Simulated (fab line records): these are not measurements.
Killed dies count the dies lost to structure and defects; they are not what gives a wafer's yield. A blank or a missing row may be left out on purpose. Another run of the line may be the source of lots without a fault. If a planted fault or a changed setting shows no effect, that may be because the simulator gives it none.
Which of the tools did it? -- flow berkeley_cmos170 -- 13 lots, 39 wafers sampled, at 6 steps of a route of 331

## WHAT EACH GAUGE READ, for each wafer
UCB170_PWELL_OVL_MEAS_13. Usual: for PWELL_OVL the level is 1 nm and the standard deviation is 5.6.
lot,measured,on,PWELL_OVL (nm),flag
L543,day 3 08:43,overlay-02,9 1 5,
L545,day 3 16:16,overlay-01,3 -4 5,
L546,day 3 16:19,overlay-02,-1 3 -3,
L547,day 3 16:59,overlay-02,-2 1 -7,
L549,day 4 06:23,overlay-01,-4 -6 -6,
L550,day 4 12:24,overlay-02,2 9 2,
L551,day 4 19:04,overlay-02,7 5 11,
L552,day 4 19:35,overlay-01,9 6 7,
L556,day 6 01:06,overlay-02,0 -1 -3,
L558,day 6 07:18,overlay-02,14 -1 13,
L560,day 6 15:40,overlay-01,-5 -5 -7,
L562,day 7 08:22,overlay-01,-13 -13 -11,
L566,day 8 08:47,overlay-01,0 -3 0,

UCB170_ACTIVE_CD_MEAS_13: the cd target is 1200 nm. Usual: 1200.3 nm for cd_nm, sd 1.3.
lot,measured,on,cd_nm (nm),flag
L543,day 4 12:29,cd_sem-02,1203.3 1203.0 1203.6,
L545,day 4 23:27,cd_sem-01,1198.9 1198.8 1199.3,
L546,day 4 23:43,cd_sem-01,1198.8 1199.7 1198.2,
L547,day 4 23:56,cd_sem-01,1200.4 1200.7 1201.0,
L549,day 5 17:06,cd_sem-02,1201.4 1201.5 1202.7,
L550,day 5 16:38,cd_sem-01,1200.7 1199.2 1199.8,
L551,day 5 21:58,cd_sem-01,1199.4 1199.0 1199.7,
L552,day 5 22:09,cd_sem-01,1200.5 1200.5 1200.1,
L556,day 7 12:41,cd_sem-02,1200.8 1202.3 1203.1,
L558,day 7 12:23,cd_sem-02,1198.5 1197.3 1197.4,
L560,day 7 15:23,cd_sem-01,1198.8 1199.3 1198.6,
L562,day 8 08:59,cd_sem-02,1200.3 1199.4 1200.8,
L566,day 9 11:15,cd_sem-02,1199.8 1200.2 1201.0,

UCB170_FIELD_THK_MEAS_90. Usual: for FIELD_OXIDE_LEFT_1_THK the level is 436 nm and the standard deviation is 8.2.
lot,measured,on,FIELD_OXIDE_LEFT_1_THK (nm),flag
L543,day 5 06:14,film_metro-01,435 440 445,
L545,day 5 17:21,film_metro-04,442 434 440,
L546,day 5 17:17,film_metro-02,435 431 430,
L547,day 5 17:17,film_metro-01,431 442 439,
L549,day 6 13:28,film_metro-04,427 437 430,
L550,day 6 13:28,film_metro-02,433 431 441,
L551,day 6 13:32,film_metro-02,454 453 443,
L552,day 6 13:28,film_metro-01,430 438 434,
L556,day 8 07:35,film_metro-02,429 439 430,
L558,day 8 07:33,film_metro-01,431 442 438,
L560,day 8 07:37,film_metro-01,442 444 445,
L562,day 9 00:38,film_metro-02,441 433 434,
L566,day 10 05:08,film_metro-04,447 442 456,

UCB170_NVT_OVL_MEAS_06. Usual: for NVT_OVL the level is 1 nm and the standard deviation is 4.8.
lot,measured,on,NVT_OVL (nm),flag
L543,day 5 22:40,overlay-02,9 11 5,
L545,day 6 12:19,overlay-02,7 10 2,
L546,day 6 11:55,overlay-01,2 -1 4,
L547,day 6 11:58,overlay-02,4 11 -1,
L549,day 7 07:40,overlay-02,-6 -1 -3,
L550,day 7 07:56,overlay-01,2 1 -2,
L551,day 7 07:56,overlay-02,5 2 5,
L552,day 7 07:22,overlay-02,-1 4 -5,
L556,day 8 23:20,overlay-02,1 8 3,
L558,day 8 23:33,overlay-02,-3 2 1,
L560,day 8 23:44,overlay-01,- - -,OFF
L562,day 9 17:43,overlay-01,-3 -12 -4,
L566,day 10 18:28,overlay-02,-6 -7 -1,

UCB170_NVT_TW_MEAS_09. Usual: for NVT_TW the level is 525.8 and the standard deviation is 2.6.
lot,measured,on,NVT_TW,flag
L543,day 5 22:57,film_metro-01,524.1 522.2 523.0,
L545,day 6 12:36,film_metro-01,524.5 524.1 527.4,
L546,day 6 12:11,film_metro-01,526.5 525.3 526.2,
L547,day 6 12:15,film_metro-01,524.1 524.1 527.1,
L549,day 7 07:57,film_metro-01,524.9 525.9 527.3,
L550,day 7 08:13,film_metro-01,524.8 521.9 525.8,
L551,day 7 08:13,film_metro-03,517.9 520.8 521.7,
L552,day 7 07:40,film_metro-01,523.8 524.3 523.1,
L556,day 8 23:38,film_metro-03,524.3 520.2 523.3,
L558,day 8 23:50,film_metro-01,524.4 529.1 527.9,
L560,day 9 00:01,film_metro-02,30.4 30.3 30.2,OFF
L562,day 9 18:02,film_metro-01,526.9 527.6 527.1,
L566,day 10 18:45,film_metro-02,529.0 532.5 529.5,

## WHAT TOOL EACH LOT RAN ON (gives the tool, then ch and the chambers of the sampled wafers, and finally the start)
lot,UCB170_NVT_EXPOSE_03
L543,"krf_scanner-01 ch 0, day 5 22:01"
L545,"krf_scanner-01 ch 0, day 6 11:56"
L546,"krf_scanner-01 ch 0, day 6 11:20"
L547,"krf_scanner-02 ch 0, day 6 11:34"
L549,"krf_scanner-02 ch 0, day 7 06:28"
L550,"krf_scanner-01 ch 0, day 7 06:42"
L551,"krf_scanner-02 ch 0, day 7 06:56"
L552,"krf_scanner-02 ch 0, day 7 06:19"
L556,"krf_scanner-02 ch 0, day 8 22:55"
L558,"krf_scanner-02 ch 0, day 8 23:05"
L560,"krf_scanner-01 ch 0, day 8 23:20"
L562,"krf_scanner-02 ch 0, day 9 17:00"
L566,"krf_scanner-01 ch 0, day 10 17:55"
- UCB170_NVT_EXPOSE_03: exposes mask PWELL, target cd 3000 nm.

## AS READ BY THE TOOLS THEMSELVES (means over the sampled wafers that have a number; for cases with no such wafer, the mark the record gives instead)
The record holds no such reading with a usual standard deviation.

## THE ANSWER, worked out from the rows above alone
Rule: lot off if the mean of its wafers having a number is beyond 3 standard deviations from the usual mean. A lot without any number at a reading at which 4 lots or more have one is off too. The other lots that the step has rows for count as sound. Order of review: gauges by route order, followed by the tools' own readings, for which a lot's mean as printed above is used. The first step at which some lot is off is used, and at that step the reading that is off furthest; a lot without a number counts as furthest.
Off: L560, seen at UCB170_NVT_OVL_MEAS_06 (NVT_OVL). Without a number there: L560.
If a tool, at a process step before that reading, ran all the lots that are off and no sound lot after the first of them, it fits. Not tried: the gauges at UCB170_NVT_OVL_MEAS_06; whatever is off there is also off at UCB170_NVT_TW_MEAS_09, on other tools, and gauge error can't account for it. None of those tried fits.

## WHAT THE SIMULATOR HAD PUT IN
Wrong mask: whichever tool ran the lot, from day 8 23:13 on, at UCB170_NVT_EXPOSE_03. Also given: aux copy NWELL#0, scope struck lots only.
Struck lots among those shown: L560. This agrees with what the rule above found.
